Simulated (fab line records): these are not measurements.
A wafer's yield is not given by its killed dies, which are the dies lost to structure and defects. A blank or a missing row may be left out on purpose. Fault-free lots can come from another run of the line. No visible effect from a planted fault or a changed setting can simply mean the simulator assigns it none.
fab line records -- flow rit-cmos
record lots=14, wafers=42, last-day=7
route steps=202 shown ACTIVE@3 PRETRO@70 PSD@150 SILICIDE@164 M1@202
lots that met no fault: taken from a fault-free run of the same line
start-h: hours from the record's first day to the start of the lot's first wafer shown -- wait-h: hours since the lot's step before -- " unchanged from the row above -- L1.1+2: one row covering several wafers at once -- - no value present, or no start provided -- * or withheld: withheld -- < > ~ a bound
route shown NAME@n: a module of which the file shows steps, and the number in the route of the first -- usual: mean/standard deviation of fault-free wafers -- same: alike in all rows -- chamber/n: place in a boat -- sites: each site's reading -- _std_site: standard deviation across them -- _edge_site: the outer-site mean with the inner-site mean subtracted -- radius-mm: for every site, how far away it sits from the centre of the wafer -- mask NAME#n: copy n -- behind: the last tool/chamber to shape the wafer -- hold: cause of the lot's hold/its duration in hours/its outcome -- device: which transistor (n, p or np) failed to switch -- end of line: tests run on the same wafers once the route is complete -- step lacking rows: just its recipe -- killed: dies lost to structure and defects at the first sort, not the wafer's yield -- map: dies across one wafer; x = killed, . = not, _ = none there
set.NAME: the setting the step ran with; set.NAME@STEP: the setting that earlier step ran with -- model.NAME: the simulator's own value behind a step, which no gauge read
steps of the route over a sample of lots; a table a step, a row a wafer
services: when a tool's chamber went out of use (start-h, in hours from the record's first day, below 0 if earlier), for how many hours, and the reason
## steps
# step RIT_ACTIVE_THK_MEAS_02
# recipe reads=SiO2_of_ACTIVE_OXIDATION_01
# usual ACTIVE_OXIDE_THK=46.8/0.86
lot.wafer,tool,chamber,start-h,wait-h,ACTIVE_OXIDE_THK[nm]
L764.4,film-metro-04,-,13.37,0.0,45.9
L764.5,film-metro-04,-,13.37,0.0,46.0
L764.6,film-metro-04,-,13.37,0.0,45.9
L765.2,film-metro-03,-,18.62,0.0,47.4
L765.5,film-metro-03,-,18.62,0.0,48.6
L765.6,film-metro-03,-,18.62,0.0,47.9
L766.1,film-metro-02,-,23.34,0.0,45.4
L766.2,film-metro-02,-,23.34,0.0,45.7
L766.4,film-metro-02,-,23.34,0.0,46.1
L767.3,film-metro-04,-,27.84,0.0,47.4
L767.4,film-metro-04,-,27.84,0.0,46.8
L767.6,film-metro-04,-,27.84,0.0,46.5
L768.1,film-metro-02,-,32.30,0.0,48.0
L768.4,film-metro-02,-,32.30,0.0,48.1
L768.5,film-metro-02,-,32.30,0.0,47.1
L775.2,film-metro-03,-,67.06,0.0,47.4
L775.4,film-metro-03,-,67.06,0.0,47.1
L775.6,film-metro-03,-,67.06,0.0,47.4
L776.1,film-metro-03,-,72.93,0.0,46.9
L776.3,film-metro-03,-,72.93,0.0,45.5
L776.5,film-metro-03,-,72.93,0.0,46.0
L777.1,film-metro-03,-,77.05,0.0,47.1
L777.4,film-metro-03,-,77.05,0.0,46.7
L777.5,film-metro-03,-,77.05,0.0,47.1
L778.3,film-metro-03,-,82.52,0.0,47.4
L778.4,film-metro-03,-,82.52,0.0,47.5
L778.5,film-metro-03,-,82.52,0.0,46.6
L780.1,film-metro-03,-,93.50,0.0,48.4
L780.2,film-metro-03,-,93.50,0.0,48.3
L780.6,film-metro-03,-,93.50,0.0,47.7
L782.2,film-metro-02,-,102.92,0.0,46.8
L782.4,film-metro-02,-,102.92,0.0,46.3
L782.6,film-metro-02,-,102.92,0.0,46.7
L783.2,film-metro-02,-,107.40,0.0,46.6
L783.4,film-metro-02,-,107.40,0.0,46.2
L783.6,film-metro-02,-,107.40,0.0,46.3
L785.2,film-metro-03,-,117.06,0.0,47.6
L785.3,film-metro-03,-,117.06,0.0,47.7
L785.6,film-metro-03,-,117.06,0.0,47.7
L787.1,film-metro-03,-,127.91,0.0,46.6
L787.3,film-metro-03,-,127.91,0.0,46.3
L787.4,film-metro-03,-,127.91,0.0,46.7
# step RIT_PRETRO_OVL_MEAS_06
# usual PRETRO_OVL=-0.3/1.3
lot.wafer,tool,chamber,start-h,wait-h,PRETRO_OVL[nm]
L764.4,overlay-02,-,34.38,-,1.4
L764.5,overlay-02,-,34.38,-,0.8
L764.6,overlay-02,-,34.38,-,0.0
L765.2,overlay-02,-,41.43,-,0.0
L765.5,overlay-02,-,41.43,-,-2.3
L765.6,overlay-02,-,41.43,-,0.4
L766.1,overlay-02,-,46.51,-,-0.6
L766.2,overlay-02,-,46.51,-,-0.5
L766.4,overlay-02,-,46.51,-,0.2
L767.3,overlay-01,-,47.14,-,0.9
L767.4,overlay-01,-,47.14,-,-1.4
L767.6,overlay-01,-,47.14,-,-1.7
L768.1,overlay-02,-,54.71,-,-1.6
L768.4,overlay-02,-,54.71,-,-1.6
L768.5,overlay-02,-,54.71,-,-0.8
L775.2,overlay-01,-,87.71,-,0.2
L775.4,overlay-01,-,87.71,-,-1.7
L775.6,overlay-01,-,87.71,-,-0.3
L776.1,overlay-02,-,92.76,-,0.2
L776.3,overlay-02,-,92.76,-,-1.0
L776.5,overlay-02,-,92.76,-,-1.4
L777.1,overlay-02,-,97.97,-,-1.0
L777.4,overlay-02,-,97.97,-,0.2
L777.5,overlay-02,-,97.97,-,-0.2
L778.3,overlay-01,-,102.94,-,-1.2
L778.4,overlay-01,-,102.94,-,-0.5
L778.5,overlay-01,-,102.94,-,-0.8
L780.1,overlay-01,-,114.79,-,-3.1
L780.2,overlay-01,-,114.79,-,-2.0
L780.6,overlay-01,-,114.79,-,-2.3
L782.2,overlay-02,-,123.76,-,-2.1
L782.4,overlay-02,-,123.76,-,-1.1
L782.6,overlay-02,-,123.76,-,-2.2
L783.2,overlay-02,-,129.16,-,2.2
L783.4,overlay-02,-,129.16,-,1.5
L783.6,overlay-02,-,129.16,-,1.7
L785.2,overlay-02,-,136.55,-,3.2
L785.3,overlay-02,-,136.55,-,2.0
L785.6,overlay-02,-,136.55,-,1.0
L787.1,overlay-01,-,148.60,-,-1.9
L787.3,overlay-01,-,148.60,-,-1.1
L787.4,overlay-01,-,148.60,-,1.2
# step RIT_PSD_IMPLANT_08
# recipe species=BF2, energy-kev=27, dose-cm2=5e+15, tilt-deg=7
# usual beam-on-s=13.1/0.49, dose-ions-cm2=5.001e+15/5.6e+12
lot.wafer,tool,chamber,start-h,wait-h,beam-on-s,dose-ions-cm2
L764.4,implanter-02,0,56.70,0.1,13.9,5.012e+15
L764.5,implanter-02,0,56.70,0.1,13.7,5.005e+15
L764.6,implanter-02,0,56.70,0.1,13.5,5.003e+15
L765.2,implanter-03,0,62.17,0.1,12.9,5.007e+15
L765.5,implanter-03,0,62.17,0.1,13.0,5.002e+15
L765.6,implanter-03,0,62.17,0.1,12.9,5.002e+15
L766.1,implanter-03,0,65.93,0.1,13.1,5.004e+15
L766.2,implanter-03,0,65.93,0.1,12.8,5.007e+15
L766.4,implanter-03,0,65.93,0.1,13.5,5.005e+15
L767.3,implanter-04,0,66.18,0.1,12.5,5.007e+15
L767.4,implanter-04,0,66.18,0.1,12.7,4.993e+15
L767.6,implanter-04,0,66.18,0.1,13.1,4.991e+15
L768.1,implanter-03,0,77.33,0.1,12.7,5.004e+15
L768.4,implanter-03,0,77.33,0.1,13.2,5.005e+15
L768.5,implanter-03,0,77.33,0.1,13.4,5.002e+15
L775.2,implanter-03,0,110.86,0.1,25.5,9.497e+15
L775.4,implanter-03,0,110.86,0.1,25.0,9.51e+15
L775.6,implanter-03,0,110.86,0.1,24.6,9.502e+15
L776.1,implanter-03,0,114.03,0.1,24.3,9.502e+15
L776.3,implanter-03,0,114.03,0.1,23.5,9.492e+15
L776.5,implanter-03,0,114.03,0.1,24.9,9.488e+15
L777.1,implanter-02,0,117.03,0.1,13.8,5.005e+15
L777.4,implanter-02,0,117.03,0.1,13.7,4.996e+15
L777.5,implanter-02,0,117.03,0.1,13.8,5.002e+15
L778.3,implanter-04,0,124.15,0.1,12.8,5.005e+15
L778.4,implanter-04,0,124.15,0.1,12.6,5.002e+15
L778.5,implanter-04,0,124.15,0.1,12.6,5.006e+15
L780.1,implanter-04,0,135.05,0.1,12.6,5e+15
L780.2,implanter-04,0,135.05,0.1,13.1,4.999e+15
L780.6,implanter-04,0,135.05,0.1,12.5,4.997e+15
L782.2,implanter-04,0,143.76,0.1,12.7,4.981e+15
L782.4,implanter-04,0,143.76,0.1,12.6,4.997e+15
L782.6,implanter-04,0,143.76,0.1,12.9,4.996e+15
L783.2,implanter-04,0,150.48,0.1,12.2,5.001e+15
L783.4,implanter-04,0,150.48,0.1,12.6,4.999e+15
L783.6,implanter-04,0,150.48,0.1,12.7,4.999e+15
L785.2,implanter-04,0,157.39,0.1,12.8,5.006e+15
L785.3,implanter-04,0,157.39,0.1,13.1,5.009e+15
L785.6,implanter-04,0,157.39,0.1,12.5,5.006e+15
L787.1,implanter-02,0,169.00,0.1,13.8,4.999e+15
L787.3,implanter-02,0,169.00,0.1,13.2,5e+15
L787.4,implanter-02,0,169.00,0.1,12.8,4.999e+15
# step RIT_PSD_TW_MEAS_10
# usual PSD_TW=3447/19
lot.wafer,tool,chamber,start-h,wait-h,hold,PSD_TW
L764.4,film-metro-02,-,56.98,0.1,-,3464
L764.5,film-metro-02,-,56.98,0.1,-,3444
L764.6,film-metro-02,-,56.98,0.1,-,3453
L765.2,film-metro-02,-,62.48,0.1,-,3440
L765.5,film-metro-02,-,62.48,0.1,-,3451
L765.6,film-metro-02,-,62.48,0.1,-,3454
L766.1,film-metro-02,-,66.26,0.1,-,3434
L766.2,film-metro-02,-,66.26,0.1,-,3432
L766.4,film-metro-02,-,66.26,0.1,-,3450
L767.3,film-metro-03,-,66.48,0.1,-,3502
L767.4,film-metro-03,-,66.48,0.1,-,3517
L767.6,film-metro-03,-,66.48,0.1,-,3501
L768.1,film-metro-02,-,77.66,0.1,-,3432
L768.4,film-metro-02,-,77.66,0.1,-,3433
L768.5,film-metro-02,-,77.66,0.1,-,3415
L775.2,film-metro-02,-,111.17,0.1,await-dispo/0.2h/release,3617
L775.4,film-metro-02,-,111.17,0.1,await-dispo/0.2h/release,3594
L775.6,film-metro-02,-,111.17,0.1,await-dispo/0.2h/release,3603
L775.2,film-metro-02,-,111.39,0.2,-,3620
L775.4,film-metro-02,-,111.39,0.2,-,3642
L775.6,film-metro-02,-,111.39,0.2,-,3601
L776.1,film-metro-04,-,114.35,0.1,await-dispo/0.2h/release,3580
L776.3,film-metro-04,-,114.35,0.1,await-dispo/0.2h/release,3590
L776.5,film-metro-04,-,114.35,0.1,await-dispo/0.2h/release,3576
L776.1,film-metro-04,-,114.58,0.2,-,3599
L776.3,film-metro-04,-,114.58,0.2,-,3590
L776.5,film-metro-04,-,114.58,0.2,-,3599
L777.1,film-metro-04,-,117.36,0.1,-,3433
L777.4,film-metro-04,-,117.36,0.1,-,3438
L777.5,film-metro-04,-,117.36,0.1,-,3440
L778.3,film-metro-02,-,124.45,0.1,-,3470
L778.4,film-metro-02,-,124.45,0.1,-,3445
L778.5,film-metro-02,-,124.45,0.1,-,3447
L780.1,film-metro-02,-,135.37,0.1,-,3453
L780.2,film-metro-02,-,135.37,0.1,-,3453
L780.6,film-metro-02,-,135.37,0.1,-,3468
L782.2,film-metro-02,-,144.07,0.1,-,3464
L782.4,film-metro-02,-,144.07,0.1,-,3470
L782.6,film-metro-02,-,144.07,0.1,-,3464
L783.2,film-metro-02,-,150.79,0.1,-,3431
L783.4,film-metro-02,-,150.79,0.1,-,3440
L783.6,film-metro-02,-,150.79,0.1,-,3435
L785.2,film-metro-03,-,157.70,0.1,-,3430
L785.3,film-metro-03,-,157.70,0.1,-,3445
L785.6,film-metro-03,-,157.70,0.1,-,3442
L787.1,film-metro-03,-,169.32,0.1,-,3449
L787.3,film-metro-03,-,169.32,0.1,-,3428
L787.4,film-metro-03,-,169.32,0.1,-,3453
# step RIT_SDANNEAL_RS_MEAS_04
# recipe thk-meas-gauge=four-point-probe
# usual PSD_RS=115.9/0.35
lot.wafer,tool,chamber,start-h,wait-h,hold,PSD_RS[ohm/sq]
L764.4,film-metro-02,-,57.49,0.1,-,115.1
L764.5,film-metro-02,-,57.49,0.1,-,115.7
L764.6,film-metro-02,-,57.49,0.1,-,115.6
L765.2,film-metro-04,-,62.98,0.1,-,115.2
L765.5,film-metro-04,-,62.98,0.1,-,115.2
L765.6,film-metro-04,-,62.98,0.1,-,115.2
L766.1,film-metro-02,-,66.90,0.0,-,115.6
L766.2,film-metro-02,-,66.90,0.0,-,115.6
L766.4,film-metro-02,-,66.90,0.0,-,115.4
L767.3,film-metro-04,-,67.05,0.1,-,115.6
L767.4,film-metro-04,-,67.05,0.1,-,115.8
L767.6,film-metro-04,-,67.05,0.1,-,116.2
L768.1,film-metro-04,-,78.15,0.0,-,115.5
L768.4,film-metro-04,-,78.15,0.0,-,115.9
L768.5,film-metro-04,-,78.15,0.0,-,115.8
L775.2,film-metro-04,-,116.95,0.1,await-dispo/0.2h/release,108.0
L775.4,film-metro-04,-,116.95,0.1,await-dispo/0.2h/release,108.1
L775.6,film-metro-04,-,116.95,0.1,await-dispo/0.2h/release,108.1
L775.2,film-metro-04,-,117.23,0.3,-,108.2
L775.4,film-metro-04,-,117.23,0.3,-,108.2
L775.6,film-metro-04,-,117.23,0.3,-,108.1
L777.1,film-metro-03,-,117.86,0.0,-,116.2
L777.4,film-metro-03,-,117.86,0.0,-,116.2
L777.5,film-metro-03,-,117.86,0.0,-,116.7
L776.1,film-metro-04,-,118.18,0.0,await-dispo/0.2h/release,107.8
L776.3,film-metro-04,-,118.18,0.0,await-dispo/0.2h/release,108.0
L776.5,film-metro-04,-,118.18,0.0,await-dispo/0.2h/release,107.9
L776.1,film-metro-04,-,118.47,0.3,-,108.1
L776.3,film-metro-04,-,118.47,0.3,-,107.9
L776.5,film-metro-04,-,118.47,0.3,-,108.2
L778.3,film-metro-04,-,124.95,0.1,-,116.1
L778.4,film-metro-04,-,124.95,0.1,-,115.9
L778.5,film-metro-04,-,124.95,0.1,-,116.1
L780.1,film-metro-03,-,135.86,0.0,-,116.1
L780.2,film-metro-03,-,135.86,0.0,-,116.1
L780.6,film-metro-03,-,135.86,0.0,-,115.9
L782.2,film-metro-03,-,144.58,0.1,-,115.9
L782.4,film-metro-03,-,144.58,0.1,-,116.1
L782.6,film-metro-03,-,144.58,0.1,-,116.0
L783.2,film-metro-04,-,151.29,0.1,-,115.6
L783.4,film-metro-04,-,151.29,0.1,-,115.9
L783.6,film-metro-04,-,151.29,0.1,-,115.6
L785.2,film-metro-04,-,158.23,0.1,-,115.0
L785.3,film-metro-04,-,158.23,0.1,-,115.8
L785.6,film-metro-04,-,158.23,0.1,-,115.9
L787.1,film-metro-04,-,169.81,0.0,-,115.7
L787.3,film-metro-04,-,169.81,0.0,-,115.9
L787.4,film-metro-04,-,169.81,0.0,-,115.4
# step RIT_SILICIDE_THK_MEAS_03
# recipe thk-meas-gauge=xrf, reads=Ti_of_SILICIDE_SPUTTER_01
# usual SILICIDE_TI_THK=29.3/0.37
lot.wafer,tool,chamber,start-h,wait-h,SILICIDE_TI_THK[nm]
L764.4,film-metro-04,-,58.25,0.1,30.0
L764.5,film-metro-04,-,58.25,0.1,29.8
L764.6,film-metro-04,-,58.25,0.1,29.2
L765.2,film-metro-03,-,63.73,0.1,29.5
L765.5,film-metro-03,-,63.73,0.1,29.5
L765.6,film-metro-03,-,63.73,0.1,30.0
L766.1,film-metro-01,-,67.66,0.1,29.8
L766.2,film-metro-01,-,67.66,0.1,28.9
L766.4,film-metro-01,-,67.66,0.1,29.1
L767.3,film-metro-03,-,67.79,0.1,29.3
L767.4,film-metro-03,-,67.79,0.1,29.1
L767.6,film-metro-03,-,67.79,0.1,29.4
L768.1,film-metro-01,-,78.91,0.1,29.2
L768.4,film-metro-01,-,78.91,0.1,29.2
L768.5,film-metro-01,-,78.91,0.1,29.9
L777.1,film-metro-03,-,118.62,0.1,30.0
L777.4,film-metro-03,-,118.62,0.1,29.5
L777.5,film-metro-03,-,118.62,0.1,29.4
L776.1,film-metro-01,-,121.87,0.1,30.0
L776.3,film-metro-01,-,121.87,0.1,29.5
L776.5,film-metro-01,-,121.87,0.1,29.3
L775.2,film-metro-01,-,122.22,0.1,29.0
L775.4,film-metro-01,-,122.22,0.1,29.7
L775.6,film-metro-01,-,122.22,0.1,29.2
L778.3,film-metro-03,-,125.69,0.1,29.3
L778.4,film-metro-03,-,125.69,0.1,29.0
L778.5,film-metro-03,-,125.69,0.1,29.4
L780.1,film-metro-01,-,136.62,0.1,29.4
L780.2,film-metro-01,-,136.62,0.1,28.9
L780.6,film-metro-01,-,136.62,0.1,29.1
L782.2,film-metro-03,-,145.33,0.1,28.4
L782.4,film-metro-03,-,145.33,0.1,28.8
L782.6,film-metro-03,-,145.33,0.1,28.7
L783.2,film-metro-03,-,152.04,0.1,29.9
L783.4,film-metro-03,-,152.04,0.1,30.1
L783.6,film-metro-03,-,152.04,0.1,29.9
L785.2,film-metro-01,-,158.99,0.1,29.9
L785.3,film-metro-01,-,158.99,0.1,29.2
L785.6,film-metro-01,-,158.99,0.1,29.8
L787.1,film-metro-03,-,170.57,0.1,28.8
L787.3,film-metro-03,-,170.57,0.1,29.3
L787.4,film-metro-03,-,170.57,0.1,29.1
# step RIT_M1_PROBE_99
# usual killed_at_M0_to_M3=0.0/0.12, killed-at-contacts=0.1/0.27, killed-at-front-end=7/3.1, killed-dies=7/3.1, killed-open=3.3/2.1, killed-short=3.5/2
# same gross-dies=264, killed_at_M4_up=0, killed-at-back-side=0, killed-at-other=0
lot.wafer,tool,chamber,start-h,wait-h,killed_at_M0_to_M3,killed-at-contacts,killed-at-front-end,killed-dies,killed-open,killed-short
L776.1,prober-02,-,128.61,0.1,0,1,7,8,3,5
L776.3,prober-02,-,128.71,0.2,0,0,8,8,6,2
L776.5,prober-02,-,128.81,0.2,0,0,7,7,4,3
L775.2,prober-01,-,128.73,0.1,0,0,6,6,1,5
L775.4,prober-01,-,128.83,0.2,0,0,13,13,7,6
L775.6,prober-01,-,128.93,0.2,0,0,6,6,4,2
L778.3,prober-02,-,132.37,0.2,0,0,6,6,3,3
L778.4,prober-02,-,132.42,0.2,0,0,9,9,4,5
L778.5,prober-02,-,132.47,0.2,0,1,10,11,5,6
L782.2,prober-02,-,152.14,0.1,0,0,10,10,6,4
L782.4,prober-02,-,152.24,0.2,0,0,7,7,4,3
L782.6,prober-02,-,152.34,0.2,0,0,7,7,4,3
L783.2,prober-01,-,159.14,0.1,0,0,6,6,4,2
L783.4,prober-01,-,159.24,0.2,0,0,3,3,1,2
L783.6,prober-01,-,159.34,0.2,0,0,7,7,4,3
L785.2,prober-02,-,165.78,0.1,0,0,6,6,4,2
L785.3,prober-02,-,165.83,0.2,0,0,12,12,8,4
L785.6,prober-02,-,165.98,0.2,0,0,5,5,0,5
# killed by level:class
L776.1 ACTIVE:geometric-particle:open=1 FOX1:geometric-particle:short=1 FOX2:geometric-particle:open=1 GATE:geometric-particle:short=1 SPACER:geometric-particle:short=1 SILICIDE:geometric-particle:short=1 SILICIDE:geometric-particle:open=1 CONTACT:geometric-particle:short=1
L776.3 SPACER:geometric-particle:open=3 FOX1:geometric-particle:open=1 GATE:geometric-particle:open=1 SPACER:geometric-particle:short=1 SILICIDE:geometric-particle:open=1 SILICIDE:geometric-particle:short=1
L775.2 GATE:geometric-particle:short=2 FOX1:geometric-particle:short=1 FOX1:geometric-particle:open=1 REOX:geometric-particle:short=1 SILICIDE:geometric-particle:short=1
L776.5 SILICIDE:geometric-particle:open=3 REOX:geometric-particle:short=2 FOX2:geometric-particle:short=1 FOX2:geometric-particle:open=1
L775.4 GATE:geometric-particle:open=3 SPACER:geometric-particle:open=3 FOX2:geometric-particle:short=2 GATE:geometric-particle:short=2 SILICIDE:geometric-particle:short=2 SILICIDE:geometric-particle:open=1
L775.6 FOX1:geometric-particle:open=3 FOX1:geometric-particle:short=1 GATE:geometric-particle:short=1 SPACER:geometric-particle:open=1
L778.3 GATE:geometric-particle:open=2 FOX1:geometric-particle:short=1 FOX1:geometric-particle:open=1 GATE:geometric-particle:short=1 SPACER:geometric-particle:short=1
L778.4 FOX2:geometric-particle:short=2 GATE:geometric-particle:short=2 GATE:geometric-particle:open=2 SILICIDE:geometric-particle:open=2 FOX1:geometric-particle:short=1
L778.5 GATE:geometric-particle:open=2 GATE:geometric-particle:short=2 SILICIDE:geometric-particle:open=2 REOX:geometric-particle:short=1 REOX:geometric-particle:open=1 SPACER:geometric-particle:short=1 SILICIDE:geometric-particle:short=1 CONTACT:geometric-particle:short=1
L782.2 FOX1:geometric-particle:short=2 GATE:geometric-particle:short=2 GATE:geometric-particle:open=2 SPACER:geometric-particle:open=2 FOX1:geometric-particle:open=1 FOX2:geometric-particle:open=1
L782.4 GATE:geometric-particle:open=3 GATE:geometric-particle:short=2 FOX2:geometric-particle:open=1 SILICIDE:geometric-particle:short=1
L782.6 GATE:geometric-particle:short=2 GATE:geometric-particle:open=2 FOX1:geometric-particle:short=1 REOX:geometric-particle:open=1 SPACER:geometric-particle:open=1
L783.2 FOX2:geometric-particle:open=2 FOX1:geometric-particle:open=1 FOX1:geometric-particle:short=1 REOX:geometric-particle:short=1 SILICIDE:geometric-particle:open=1
L783.4 GATE:geometric-particle:short=1 REOX:geometric-particle:open=1 SILICIDE:geometric-particle:short=1
L783.6 FOX1:geometric-particle:open=1 FOX1:geometric-particle:short=1 GATE:geometric-particle:open=1 REOX:geometric-particle:short=1 REOX:geometric-particle:open=1 SILICIDE:geometric-particle:open=1 SILICIDE:geometric-particle:short=1
L785.2 GATE:geometric-particle:short=2 SPACER:geometric-particle:open=2 FOX1:geometric-particle:open=1 GATE:geometric-particle:open=1
L785.3 GATE:geometric-particle:open=4 SPACER:geometric-particle:open=3 SPACER:geometric-particle:short=2 FOX1:geometric-particle:short=1 GATE:geometric-particle:short=1 SILICIDE:geometric-particle:open=1
L785.6 GATE:geometric-particle:short=4 FOX1:geometric-particle:short=1
## services
tool,chamber,start-h,hours,kind
implanter-02,-,64.63,4.8,repair
implanter-04,-,74.66,10.1,repair
implanter-03,-,89.85,3.6,pm
implanter-02,-,92.72,2.0,repair
implanter-03,-,105.13,0.7,repair
implanter-03,-,156.47,11.7,pm
implanter-02,-,163.36,0.7,repair
## key
first-sign step=RIT_PSD_IMPLANT_08, reading=dose-ions-cm2, direction=up, sigmas=99+, usual=5.001e+15, struck=9.499e+15
effect step=RIT_PSD_IMPLANT_08, reading=beam-on-s, direction=up, sigmas=24, usual=13.1, struck=24.6
effect step=RIT_PSD_TW_MEAS_10, reading=visit, direction=added
effect step=RIT_PSD_TW_MEAS_10, reading=PSD_TW, direction=up, sigmas=7.7, usual=3447, struck=3593
effect step=RIT_SDANNEAL_RS_MEAS_04, reading=visit, direction=added
effect step=RIT_SDANNEAL_RS_MEAS_04, reading=PSD_RS, direction=down, sigmas=23, usual=115.9, struck=108.0
met-at RIT_PSD_IMPLANT_08
struck-lots L775,L776
tester-left-out L775,L776
not-acting-at RIT_ACTIVE_THK_MEAS_02,RIT_PRETRO_OVL_MEAS_06,RIT_SILICIDE_THK_MEAS_03
onset-between 77.33 110.86
fault kind=process-parameter-drift, tool=implanter-03, chamber=-, onset-h=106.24, steps=RIT_PSD_IMPLANT_08, channel=dose-cm2, offset=4.5e+15, shape=step, end-h=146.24, acts-in=these-recipes-only, stated=5e+15
# tester-left-out: of these lots the tester's yield and bins aren't shown, on N5 and GAA mostly nor the transistor test; their killed dies are dies lost to structure and defects alone, not to doping, threshold or leakage, so they don't give the yield
